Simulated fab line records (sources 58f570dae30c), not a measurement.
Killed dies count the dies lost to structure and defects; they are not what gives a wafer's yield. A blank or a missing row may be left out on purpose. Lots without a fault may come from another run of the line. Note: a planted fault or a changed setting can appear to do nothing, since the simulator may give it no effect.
fab line records	flow berkeley_cmos170	part 1 of 2: steps 1 to 35 of 43
record: lots: 6	wafers: 18	last_day: 13
route steps=331 shown V1@260 M2@271 V2@292 M3@331
lots with no fault: from the same line, run without faults
start_h: the number of hours between the record's first day and the start of the first shown wafer of the lot	wait_h: hours elapsed since this lot's preceding step	" unchanged from the row above	L1.1+2: several wafers, shown together as one row	- no value, or no start given	* or withheld: withheld	< > ~ a bound
route shown NAME@n: names a module that has steps shown in the file, with the first one's number in the route	usual: mean/standard deviation of fault-free wafers	same: alike in all rows	chamber/n: place in a boat	sites: the reading at each site	_std_site: how widely they spread, as a standard deviation	_edge_site: mean of outer sites minus mean of inner sites	radius_mm: for every site, how far away it sits from the centre of the wafer	mask NAME#n: copy n	behind: the last tool/chamber to shape the wafer	hold: why the lot was held/for how many hours/how that ended	device: names the non-switching transistor (n, p or np)	end of line: the tests these same wafers got at the end of their route	a step given without rows: its recipe and nothing more	killed: not the wafer's yield, but the dies lost to structure and defects at the first sort	map: dies across one wafer; x = killed, . = not, _ = none there
set.NAME: setting as actually run; set.NAME@STEP: the setting as run at that earlier step	model.NAME: the simulator's own value behind a step, which no gauge read
lots at selected steps of the route; one table per step, one row per wafer
services: when a tool's chamber went out of use (start_h, in hours from the record's first day, below 0 if earlier), for how many hours, and the reason
== steps ==
step: UCB170_V1_HMDS_06
recipe: prime_time_s: 60	prime_temp_c: 100
step: UCB170_V1_COAT_07
recipe: resist: KrF	spin_rpm: 1500	resist_thk_nm: 900
step: UCB170_V1_SOFTBAKE_08
recipe: resist: KrF	temp_c: 130	time_s: 60
step: UCB170_V1_EXPOSE_09
recipe: mask_id: VIA1	target_cd_nm: 700	na: 0.5	sigma_outer: 0.6	source_shape: conventional	dose_mj: 37
step: UCB170_V1_PEB_10
recipe: peb_temp_c: 130	peb_time_s: withheld	resist: KrF
step: UCB170_V1_DEVELOP_11
recipe: developer: TMAH	develop_time_s: 45	resist: KrF	dev_temp_c: 21
step: UCB170_V1_CD_MEAS_12
recipe: target_cd_nm: 700
usual: cd_nm: 700.5/1.3
lot.wafer	tool	chamber	start_h	wait_h	cd_nm
L676.3	cd_sem-01	-	180.26	-	701.2
L676.5	"	-	"	"	700.4
L676.6	"	-	"	"	700.1
L679.1	cd_sem-02	-	206.43	-	700.8
L679.2	"	-	"	"	698.8
L679.5	"	-	"	"	699.5
L678.3	cd_sem-01	-	207.02	-	698.9
L678.4	"	-	"	"	698.9
L678.5	"	-	"	"	700.3
L681.1	cd_sem-02	-	217.55	-	701.4
L681.3	"	-	"	"	700.7
L681.5	"	-	"	"	701.9
L690.4	cd_sem-02	-	280.47	-	699.9
L690.5	"	-	"	"	699.1
L690.6	"	-	"	"	699.7
L695.2	cd_sem-02	-	293.31	-	702.7
L695.4	"	-	"	"	702.0
L695.5	"	-	"	"	702.7
step: UCB170_V1_OVL_MEAS_13
usual: V1_OVL: -2/7.3
lot.wafer	tool	chamber	start_h	wait_h	V1_OVL[nm]
L676.3	overlay-01	-	180.35	0.1	-7
L676.5	"	-	"	"	-2
L676.6	"	-	"	"	2
L679.1	overlay-01	-	206.55	0.1	-2
L679.2	"	-	"	"	9
L679.5	"	-	"	"	6
L678.3	overlay-01	-	207.12	0.1	11
L678.4	"	-	"	"	2
L678.5	"	-	"	"	5
L681.1	overlay-02	-	217.67	0.1	-3
L681.3	"	-	"	"	-13
L681.5	"	-	"	"	-17
L690.4	overlay-02	-	280.55	0.1	-5
L690.5	"	-	"	"	2
L690.6	"	-	"	"	-2
L695.2	overlay-01	-	293.41	0.1	0
L695.4	"	-	"	"	3
L695.5	"	-	"	"	13
step: UCB170_V1_ETCH_14
recipe: chemistry: CHF3/CF4/Ar	target: SiO2	stop_on: Al	CHF3_flow_sccm: 45	cf4_flow_sccm: 15	Ar_flow_sccm: 150	pressure_mtorr: 200	rf_w: 700	target_depth_a: 12500	over_etch_frac: 0.25	time_s: 291
usual: drypump_motor_current_A: 5.7/0.37	mfc_ar_sccm: 150.1/0.46	oes_product_au: 0.869/0.014	throttle_valve_pct: 7.01/0.084
lot.wafer	tool	chamber	start_h	wait_h	drypump_motor_current_A	mfc_ar_sccm	oes_product_au	rf_hours_counter_h	throttle_valve_pct
L676.3	rie_diel-03	3	180.38	0.0	6.6	149.4	0.859	9	7.01
L676.5	"	1	"	"	5.3	150.7	0.853	-	7.12
L676.6	"	0	"	"	5.4	151.1	0.874	-	6.87
L679.1	rie_diel-01	3	206.59	0.0	5.7	150.2	0.885	64	7.14
L679.2	"	1	"	"	5.6	150.6	0.900	35	7.01
L679.5	"	0	"	"	6.0	150.1	0.875	-	7.08
L678.3	rie_diel-02	0	207.14	0.0	5.8	149.7	0.868	13	7.01
L678.4	"	3	"	"	5.8	150.4	0.856	84	6.88
L678.5	"	0	"	"	5.8	149.9	0.866	-	6.99
L681.1	rie_diel-02	1	217.71	0.0	5.0	150.1	0.861	112	6.91
L681.3	"	0	"	"	5.8	150.3	0.867	13	7.00
L681.5	"	2	"	"	6.1	149.9	0.857	-	7.01
L690.4	rie_diel-01	2	280.56	0.0	5.5	151.2	0.892	122	7.02
L690.5	"	3	"	"	5.7	150.1	0.889	-	7.15
L690.6	"	2	"	"	5.5	150.4	0.882	-	7.03
L695.2	rie_diel-01	1	293.44	0.0	5.6	150.6	0.890	39	7.01
L695.4	"	2	"	"	5.5	150.0	0.881	123	7.03
L695.5	"	3	"	"	5.7	149.6	0.891	-	7.16
step: UCB170_V1_STRIP_15
recipe: chemistry: O2	power_w: 400	pressure_mtorr: 3500	platen_temp_c: withheld	o2_flow_sccm: 400	overash_fraction: 0.5
step: UCB170_V1_CD_MEAS_90
recipe: target_cd_nm: 700
usual: cd_nm: 700.4/1.4
lot.wafer	tool	chamber	start_h	wait_h	cd_nm
L676.3	cd_sem-01	-	180.70	0.1	701.4
L676.5	"	-	"	"	701.7
L676.6	"	-	"	"	699.8
L679.1	cd_sem-02	-	206.87	0.1	700.0
L679.2	"	-	"	"	699.0
L679.5	"	-	"	"	700.2
L678.3	cd_sem-01	-	207.46	0.1	697.8
L678.4	"	-	"	"	698.1
L678.5	"	-	"	"	700.0
L681.1	cd_sem-01	-	217.98	0.1	700.5
L681.3	"	-	"	"	700.3
L681.5	"	-	"	"	702.7
L690.4	cd_sem-01	-	280.90	0.1	699.9
L690.5	"	-	"	"	698.3
L690.6	"	-	"	"	699.8
L695.2	cd_sem-01	-	293.74	0.1	702.6
L695.4	"	-	"	"	702.5
L695.5	"	-	"	"	701.7
step: UCB170_M2_PRE_CLEAN_00
recipe: gas: Ar	preclean_etch_time_s: 60
step: UCB170_M2_SPUTTER_01
recipe: material: Al	target_thk_nm: 900	time_s: 120	power_w: 6000	chamber_pressure_pa: 0.5
usual: cathode_dc_power_W: 5999.9/1.1	throttle_valve_pct: 30.0/1.4
lot.wafer	tool	chamber	start_h	wait_h	cathode_dc_power_W	throttle_valve_pct	model.Al_of_M2_SPUTTER_01.thk_nm
L676.3	pvd_sputter-01	-	180.84	0.0	6000.8	28.2	896.8
L676.5	"	-	"	"	6000.8	31.6	895.7
L676.6	"	-	"	"	5998.5	27.5	897
L679.1	pvd_sputter-02	-	207.05	0.0	5999.4	30.0	910.7
L679.2	"	-	"	"	5999.6	29.8	904.8
L679.5	"	-	"	"	6001.4	29.7	904.1
L678.3	pvd_sputter-01	-	207.60	0.0	4715.3	28.1	697.9
L678.4	"	-	"	"	4715.7	31.2	710.1
L678.5	"	-	"	"	4715.4	31.5	700.5
L681.1	pvd_sputter-01	-	218.17	0.0	4714.3	31.9	706.5
L681.3	"	-	"	"	4716.9	28.2	704.2
L681.5	"	-	"	"	4715.7	28.5	704.5
L690.4	pvd_sputter-03	-	281.03	0.0	6001.2	29.6	893.2
L690.5	"	-	"	"	6001.7	30.1	881.1
L690.6	"	-	"	"	6002.4	29.5	888.9
L695.2	pvd_sputter-01	-	293.91	0.0	6000.4	28.6	910.4
L695.4	"	-	"	"	5998.3	27.6	909
L695.5	"	-	"	"	6000.2	31.8	898.1
step: UCB170_M2_RS_MEAS_02
recipe: thk_meas_gauge: four-point-probe	reads: Al_of_M2_SPUTTER_01
usual: M2_AL_RS: 0.0322/0.00039
lot.wafer	tool	chamber	start_h	wait_h	hold	M2_AL_RS[ohm/sq]
L676.3	film_metro-01	-	180.97	0.1	-	0.0323
L676.5	"	-	"	"	-	0.0323
L676.6	"	-	"	"	-	0.0322
L679.1	film_metro-03	-	207.14	0.0	-	0.0318
L679.2	"	-	"	"	-	0.0320
L679.5	"	-	"	"	-	0.0321
L678.3	film_metro-01	-	207.73	0.1	await_dispo/0.2h/release	0.0415
L678.4	"	-	"	"	await_dispo/0.2h/release	0.0407
L678.5	"	-	"	"	await_dispo/0.2h/release	0.0415
L678.3	film_metro-01	-	208.01	0.3	-	0.0416
L678.4	"	-	"	"	-	0.0408
L678.5	"	-	"	"	-	0.0415
L681.1	film_metro-04	-	218.25	0.0	await_dispo/0.2h/release	0.0411
L681.3	"	-	"	"	await_dispo/0.2h/release	0.0413
L681.5	"	-	"	"	await_dispo/0.2h/release	0.0413
L681.1	film_metro-04	-	218.54	0.3	-	0.0411
L681.3	"	-	"	"	-	0.0414
L681.5	"	-	"	"	-	0.0413
L690.4	film_metro-03	-	281.17	0.1	-	0.0325
L690.5	"	-	"	"	-	0.0328
L690.6	"	-	"	"	-	0.0326
L695.2	film_metro-04	-	294.01	0.1	-	0.0318
L695.4	"	-	"	"	-	0.0318
L695.5	"	-	"	"	-	0.0323
step: UCB170_M2_THK_MEAS_03
recipe: thk_meas_gauge: xrf	reads: Al_of_M2_SPUTTER_01
usual: M2_AL_THK: 911/12
lot.wafer	tool	chamber	start_h	wait_h	hold	M2_AL_THK[nm]
L676.3	film_metro-01	-	181.07	0.1	-	914
L676.5	"	-	"	"	-	912
L676.6	"	-	"	"	-	917
L679.1	film_metro-03	-	207.26	0.1	-	920
L679.2	"	-	"	"	-	909
L679.5	"	-	"	"	-	913
L678.3	film_metro-01	-	209.25	1.2	await_dispo/0.2h/release	706
L678.4	"	-	"	"	await_dispo/0.2h/release	718
L678.5	"	-	"	"	await_dispo/0.2h/release	711
L678.3	film_metro-01	-	209.48	0.2	-	700
L678.4	"	-	"	"	-	714
L678.5	"	-	"	"	-	707
L681.1	film_metro-04	-	226.82	8.3	await_dispo/0.2h/release	720
L681.3	"	-	"	"	await_dispo/0.2h/release	719
L681.5	"	-	"	"	await_dispo/0.2h/release	717
L681.1	film_metro-04	-	227.05	0.2	-	720
L681.3	"	-	"	"	-	714
L681.5	"	-	"	"	-	722
L690.4	film_metro-03	-	281.26	0.1	-	907
L690.5	"	-	"	"	-	892
L690.6	"	-	"	"	-	898
L695.2	film_metro-04	-	294.12	0.1	-	923
L695.4	"	-	"	"	-	925
L695.5	"	-	"	"	-	911
step: UCB170_M2_COAT_05
recipe: resist: KrF	spin_rpm: 1500	resist_thk_nm: 900
step: UCB170_M2_SOFTBAKE_06
recipe: resist: KrF	temp_c: 130	time_s: 60
step: UCB170_M2_STRIP_07
recipe: chemistry: O2	power_w: 400	pressure_mtorr: 3500	platen_temp_c: withheld	o2_flow_sccm: 400	overash_fraction: 0.5
step: UCB170_M2_STRIP_08
recipe: chemistry: DMSO	temp_c: 80	time_s: 600	material: KrF
step: UCB170_M2_COAT_09
recipe: resist: BARC	temp_c: withheld	time_s: withheld	spin_rpm: 3000	resist_thk_nm: withheld
step: UCB170_M2_COAT_10
recipe: resist: KrF	spin_rpm: 1500	resist_thk_nm: 900
step: UCB170_M2_SOFTBAKE_11
recipe: resist: KrF	temp_c: 130	time_s: 60
step: UCB170_M2_EXPOSE_12
recipe: mask_id: METAL2	target_cd_nm: 700	na: 0.5	sigma_outer: 0.6	source_shape: conventional	dose_mj: 26
step: UCB170_M2_PEB_13
recipe: peb_temp_c: 130	peb_time_s: withheld	resist: KrF
step: UCB170_M2_DEVELOP_14
recipe: developer: TMAH	develop_time_s: 45	resist: KrF	dev_temp_c: 21
step: UCB170_M2_CD_MEAS_15
recipe: target_cd_nm: 700
usual: cd_nm: 699.7/1.4
lot.wafer	tool	chamber	start_h	wait_h	cd_nm
L676.3	cd_sem-02	-	183.04	-	696.0
L676.5	"	-	"	"	695.4
L676.6	"	-	"	"	695.0
L679.1	cd_sem-02	-	208.96	-	699.1
L679.2	"	-	"	"	700.4
L679.5	"	-	"	"	698.6
L678.3	cd_sem-01	-	213.70	-	699.6
L678.4	"	-	"	"	699.7
L678.5	"	-	"	"	699.6
L681.1	cd_sem-02	-	229.70	-	699.5
L681.3	"	-	"	"	701.4
L681.5	"	-	"	"	700.6
L690.4	cd_sem-01	-	283.42	-	701.0
L690.5	"	-	"	"	699.3
L690.6	"	-	"	"	701.0
L695.2	cd_sem-01	-	296.36	-	699.5
L695.4	"	-	"	"	700.2
L695.5	"	-	"	"	698.3
step: UCB170_M2_OVL_MEAS_16
usual: M2_OVL: 1/6.6
lot.wafer	tool	chamber	start_h	wait_h	M2_OVL[nm]
L676.3	overlay-01	-	183.13	0.1	-4
L676.5	"	-	"	"	-6
L676.6	"	-	"	"	0
L679.1	overlay-01	-	209.08	0.1	1
L679.2	"	-	"	"	4
L679.5	"	-	"	"	3
L678.3	overlay-02	-	213.80	0.1	-6
L678.4	"	-	"	"	-3
L678.5	"	-	"	"	-4
L681.1	overlay-02	-	229.82	0.1	5
L681.3	"	-	"	"	3
L681.5	"	-	"	"	9
L690.4	overlay-01	-	283.50	0.1	9
L690.5	"	-	"	"	4
L690.6	"	-	"	"	10
L695.2	overlay-02	-	296.46	0.1	0
L695.4	"	-	"	"	-5
L695.5	"	-	"	"	2
step: UCB170_M2_ETCH_17
recipe: chemistry: N2/H2	target_depth_a: withheld	overetch_a: withheld	target: BARC	time_s: withheld	source_w: 500	bias_w: 100	pressure_mtorr: 30	n2_flow_sccm: 100	h2_flow_sccm: 200
usual: drypump_motor_current_A: 5.7/0.4	oes_product_au: 0.998/0.018	throttle_valve_pct: 13.24/0.15
lot.wafer	tool	chamber	start_h	wait_h	drypump_motor_current_A	oes_product_au	throttle_valve_pct
L676.3	rie_diel-02	2	183.16	0.0	6.1	1.009	13.36
L676.5	"	3	"	"	5.8	1.001	13.04
L676.6	"	0	"	"	5.8	0.980	13.30
L679.1	rie_diel-02	3	209.12	0.0	5.8	0.988	13.04
L679.2	"	1	"	"	5.0	0.962	13.08
L679.5	"	1	"	"	5.0	0.983	13.07
L678.3	rie_diel-04	1	213.82	0.0	5.4	1.018	13.12
L678.4	"	2	"	"	5.7	1.015	13.07
L678.5	"	3	"	"	5.8	0.972	13.13
L681.1	rie_diel-04	0	229.86	0.0	5.4	0.994	13.35
L681.3	"	1	"	"	5.4	1.027	13.13
L681.5	"	2	"	"	5.8	1.032	13.06
L690.4	rie_diel-03	3	283.52	0.0	6.6	1.019	13.29
L690.5	"	0	"	"	5.4	1.003	13.24
L690.6	"	1	"	"	5.3	0.995	13.63
L695.2	rie_diel-02	3	296.49	0.0	5.8	1.001	13.04
L695.4	"	1	"	"	5.0	0.975	13.08
L695.5	"	3	"	"	5.8	0.998	13.05
step: UCB170_M2_METAL_ETCH_18
recipe: chemistry: Cl2/BCl3	target: Al	stop_on: SiO2	pressure_mtorr: 12	target_depth_a: 11700	over_etch_frac: 0.3	time_s: 195	icp_w: 600	bias_w: 120	Cl2_flow_sccm: 90	bcl3_flow_sccm: 45
usual: drypump_motor_current_A: 5.6/0.57	oes_product_au: 0.859/0.016	throttle_valve_pct: 24.35/0.25
lot.wafer	tool	chamber	start_h	wait_h	drypump_motor_current_A	oes_product_au	rf_hours_counter_h	throttle_valve_pct
L676.3	rie_metal-03	0	183.26	-	6.0	0.884	-	24.25
L676.5	"	1	"	"	6.5	0.828	-	24.39
L676.6	"	0	"	"	6.0	0.880	-	24.26
L679.1	rie_metal-02	1	209.16	-	5.2	0.870	9	24.08
L679.2	"	0	"	"	5.7	0.864	4	24.68
L679.5	"	1	"	"	5.2	0.874	-	24.07
L678.3	rie_metal-04	1	213.93	-	4.8	0.739	-	24.68
L678.4	"	0	"	"	5.5	0.767	-	24.08
L678.5	"	1	"	"	4.8	0.746	-	24.69
L681.1	rie_metal-02	1	229.90	-	5.2	0.766	9	24.12
L681.3	"	1	"	"	5.2	0.767	-	24.14
L681.5	"	1	"	"	5.2	0.762	-	24.12
L690.4	rie_metal-04	0	283.62	-	5.5	0.859	-	24.03
L690.5	"	1	"	"	4.8	0.849	-	24.63
L690.6	"	0	"	"	5.5	0.859	-	24.04
L695.2	rie_metal-02	0	296.54	-	5.7	0.864	7	24.68
L695.4	"	1	"	"	5.2	0.879	-	24.07
L695.5	"	1	"	"	5.2	0.872	-	24.07
step: UCB170_M2_STRIP_19
recipe: chemistry: O2	power_w: 400	pressure_mtorr: 3500	platen_temp_c: withheld	o2_flow_sccm: 400	overash_fraction: 0.5
usual: drypump_motor_current_A: 5.7/0.44	oes_product_au: 0.531/0.015
same: overash_fraction: 0.5
lot.wafer	tool	chamber	start_h	wait_h	drypump_motor_current_A	oes_product_au	rf_hours_counter_h
L676.3	plasma_asher-02	1	183.42	0.1	5.4	0.512	-
L676.5	"	0	"	"	6.2	0.538	-
L676.6	"	1	"	"	5.5	0.503	-
L679.1	plasma_asher-02	0	209.35	0.1	6.2	0.509	52
L679.2	"	1	"	"	5.5	0.528	52
L679.5	"	0	"	"	6.2	0.535	-
L678.3	plasma_asher-03	0	214.08	0.1	5.3	0.525	-
L678.4	"	1	"	"	6.4	0.548	-
L678.5	"	0	"	"	5.3	0.529	-
L681.1	plasma_asher-02	1	230.09	0.1	5.5	0.528	53
L681.3	"	1	"	"	5.5	0.531	-
L681.5	"	1	"	"	5.5	0.521	-
L690.4	plasma_asher-02	1	283.78	0.1	5.5	0.547	-
L690.5	"	1	"	"	5.5	0.520	-
L690.6	"	0	"	"	6.2	0.555	-
L695.2	plasma_asher-04	0	296.72	0.1	5.4	0.535	19
L695.4	"	0	"	"	5.4	0.532	-
L695.5	"	1	"	"	5.6	0.528	-
step: UCB170_M2_CD_MEAS_90
recipe: target_cd_nm: 700
usual: cd_nm: 699/3.1
lot.wafer	tool	chamber	start_h	wait_h	cd_nm
L676.3	cd_sem-02	-	183.53	0.1	698
L676.5	"	-	"	"	693
L676.6	"	-	"	"	698
L679.1	cd_sem-02	-	209.45	0.1	699
L679.2	"	-	"	"	700
L679.5	"	-	"	"	700
L678.3	cd_sem-01	-	214.19	0.1	696
L678.4	"	-	"	"	701
L678.5	"	-	"	"	697
L681.1	cd_sem-01	-	230.19	0.1	698
L681.3	"	-	"	"	700
L681.5	"	-	"	"	699
L690.4	cd_sem-02	-	283.91	0.1	700
L690.5	"	-	"	"	699
L690.6	"	-	"	"	701
L695.2	cd_sem-02	-	296.84	0.1	695
L695.4	"	-	"	"	698
L695.5	"	-	"	"	694
step: UCB170_V2_CVD_00
recipe: material: SiO2	target_thk_nm: 2000	temp_c: 390	precursor: TEOS/O2	time_s: 250	rf_w: 550	pressure_mtorr: 9000
usual: heater_power_w: 251/48
lot.wafer	tool	chamber	start_h	wait_h	heater_power_w
L676.3	pecvd-03	0	183.61	0.1	314
L676.5	"	2	"	"	280
L676.6	"	1	"	"	185
L679.1	pecvd-03	2	209.57	0.1	274
L679.2	"	1	"	"	243
L679.5	"	0	"	"	244
L678.3	pecvd-04	0	214.27	0.1	322
L678.4	"	0	"	"	230
L678.5	"	1	"	"	196
L681.1	pecvd-04	2	230.31	0.1	257
L681.3	"	1	"	"	243
L681.5	"	0	"	"	227
L690.4	pecvd-04	1	284.04	0.1	194
L690.5	"	2	"	"	219
L690.6	"	0	"	"	226
L695.2	pecvd-02	0	296.94	0.1	207
L695.4	"	1	"	"	196
L695.5	"	1	"	"	264
step: UCB170_V2_THK_MEAS_01
recipe: reads: SiO2_of_V2_CVD_00
usual: V2_TEOS_THK: 2002/26
lot.wafer	tool	chamber	start_h	wait_h	V2_TEOS_THK[nm]
L676.3	film_metro-02	-	183.78	0.1	2049
L676.5	"	-	"	"	2052
L676.6	"	-	"	"	2039
L679.1	film_metro-02	-	209.73	0.1	2033
L679.2	"	-	"	"	1989
L679.5	"	-	"	"	2026
L678.3	film_metro-04	-	214.45	0.1	1976
L678.4	"	-	"	"	2007
L678.5	"	-	"	"	1984
L681.1	film_metro-04	-	230.46	0.1	1967
L681.3	"	-	"	"	1963
L681.5	"	-	"	"	2016
L690.4	film_metro-02	-	284.15	0.0	2029
L690.5	"	-	"	"	1998
L690.6	"	-	"	"	2021
L695.2	film_metro-02	-	297.19	0.2	2012
L695.4	"	-	"	"	2023
L695.5	"	-	"	"	1997
step: UCB170_V2_CMP_02
recipe: material: SiO2	down_force_psi: 6	platen_rpm: 60	pad_velocity_m_s: 0.75398
usual: head_pressure_psi: 5.997/0.014	motor_current_A: 15.2/1	slurry_flow_ml_min: 150.0/0.42
lot.wafer	tool	chamber	start_h	wait_h	head_pressure_psi	motor_current_A	slurry_flow_ml_min
L676.3	cmp-02	3	183.87	0.1	5.971	16.5	150.4
L676.6	"	2	"	"	5.982	15.5	149.7
L676.5	"	3	"	"	5.985	15.8	150.9
L679.1	cmp-02	1	209.79	0.1	6.005	15.8	150.2
L679.2	"	2	"	"	5.998	14.7	150.0
L679.5	"	2	"	"	6.007	15.4	150.5
L678.4	cmp-02	1	214.49	0.0	6.013	14.9	150.6
L678.3	"	3	"	"	5.999	15.9	150.2
L678.5	"	1	"	"	6.009	15.8	150.0
L681.3	cmp-01	0	230.57	0.1	5.975	12.7	150.2
L681.1	"	1	"	"	6.004	13.8	150.0
L681.5	"	0	"	"	6.001	14.1	149.9
L690.4	cmp-02	2	284.33	0.2	6.011	15.4	150.6
L690.5	"	3	"	"	6.004	15.5	149.3
L690.6	"	0	"	"	5.995	14.4	150.3
L695.2	cmp-02	0	297.29	0.1	6.009	15.1	150.3
L695.4	"	2	"	"	5.992	14.9	150.3
L695.5	"	3	"	"	6.007	16.2	149.8
step: UCB170_V2_BOW_MEAS_03
recipe: mode: bow
usual: V2_BOW: 36/7.9
lot.wafer	tool	chamber	start_h	wait_h	V2_BOW[um]
L676.3	film_metro-02	-	184.16	0.2	33
L676.5	"	-	"	"	30
L676.6	"	-	"	"	39
L679.1	film_metro-04	-	210.10	0.3	39
L679.2	"	-	"	"	35
L679.5	"	-	"	"	41
L678.3	film_metro-04	-	214.83	0.2	38
L678.4	"	-	"	"	38
L678.5	"	-	"	"	46
L681.1	film_metro-02	-	230.82	0.1	38
L681.3	"	-	"	"	32
L681.5	"	-	"	"	29
L690.4	film_metro-02	-	284.54	0.2	25
L690.5	"	-	"	"	37
L690.6	"	-	"	"	22
L695.2	film_metro-04	-	297.56	0.2	48
L695.4	"	-	"	"	30
L695.5	"	-	"	"	33
== key ==
first_sign: step: UCB170_M2_SPUTTER_01	reading: cathode_dc_power_W	direction: down	sigmas: 99+	usual: 5999.9	struck: 4715.6
effect: step: UCB170_M2_RS_MEAS_02	reading: visit	direction: added
effect: step: UCB170_M2_RS_MEAS_02	reading: M2_AL_RS	direction: up	sigmas: 23	usual: 0.0322	struck: 0.0412
effect: step: UCB170_M2_THK_MEAS_03	reading: visit	direction: added
effect: step: UCB170_M2_THK_MEAS_03	reading: M2_AL_THK	direction: down	sigmas: 17	usual: 911	struck: 715
effect: step: UCB170_M2_METAL_ETCH_18	reading: oes_product_au	direction: down	sigmas: 6.3	usual: 0.859	struck: 0.758
model_effect: step: UCB170_M2_SPUTTER_01	value: Al_of_M2_SPUTTER_01.thk_nm	without: 896.7	struck: 704
model_effect: step: UCB170_V2_ETCH_14	value: Al_of_M2_SPUTTER_01.thk_nm	without: 897.7	struck: 705
model_effect: step: UCB170_M3_PROBE_99	value: etest.antenna_m2.vt_shift_v	without: -0.01428	struck: -0.01849
met_at UCB170_M2_SPUTTER_01
struck_wafers L678.3,L678.4,L678.5,L681.1,L681.3,L681.5
onset_between 180.84 207.60
fault: kind: process_parameter_drift	tool: pvd_sputter-01	chamber: -	onset_h: 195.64	steps: UCB170_M2_SPUTTER_01	channel: power_w	offset: -1284.6	shape: step	end_h: 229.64	acts_in: these_recipes_only	stated: 6000
